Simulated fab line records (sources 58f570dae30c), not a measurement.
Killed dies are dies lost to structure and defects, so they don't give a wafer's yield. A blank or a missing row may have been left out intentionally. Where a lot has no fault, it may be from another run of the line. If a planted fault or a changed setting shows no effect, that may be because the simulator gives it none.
Chamber matching | flow berkeleyCmos170 | UCB170_M3_ETCH_17 on rieDiel-04: 4 sister chambers
The step etches BARC in N2/H2. 7 wafers are shown with their chamber, then 7 later ones without.

## WAFERS, EACH WITH ITS CHAMBER
wafer  | chamber | throttleValvePct (%) | oesProductAu (a.u.)
L918.1 | 2       | 13.47                | 0.972
L930.5 | 1       | 13.39                | 0.980
L929.2 | 0       | 13.15                | 0.979
L929.5 | 0       | 13.17                | 0.980
L929.6 | 3       | 12.99                | 1.018
L934.2 | 3       | 13.01                | 1.011
L934.4 | 1       | 13.38                | 0.975

## WAFERS WITHOUT THEIR CHAMBER
wafer  | throttleValvePct (%) | oesProductAu (a.u.)
L934.6 | 13.38                | 0.988
L939.3 | 13.18                | 0.967
L939.5 | 13.46                | 0.998
L939.6 | 13.38                | 0.980
L936.2 | 12.99                | 1.006
L936.4 | 13.38                | 0.982
L936.5 | 13.01                | 1.004

## CHAMBER TAKEN BY EACH
wafer  | from the rows above     | in truth
L934.6 | 1                       | 1
L939.3 | 0                       | 0
L939.5 | can't be placed: 2 or 1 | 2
L939.6 | 1                       | 1
L936.2 | 3                       | 3
L936.4 | 1                       | 1
L936.5 | 3                       | 3
Correct placement for 6 of the 7. From these rows, 1 cannot be placed; in 1 the true chamber is one of the candidates. Wrongly placed: 0.
How it was worked out, from the rows above alone: a wafer's distance from a chamber is the root of the sum, over the readings, of the square of ((its reading less the chamber's mean) divided by the reading's scatter). If the next closest chamber is less than 2 further off than the closest, the wafer can't be placed; otherwise it belongs to the closest. Each chamber's mean is taken over the wafers shown for it. The scatter is the square root of a quotient: the sum, over the shown wafers, of each reading's squared deviation from its chamber's mean, divided by wafers minus chambers.
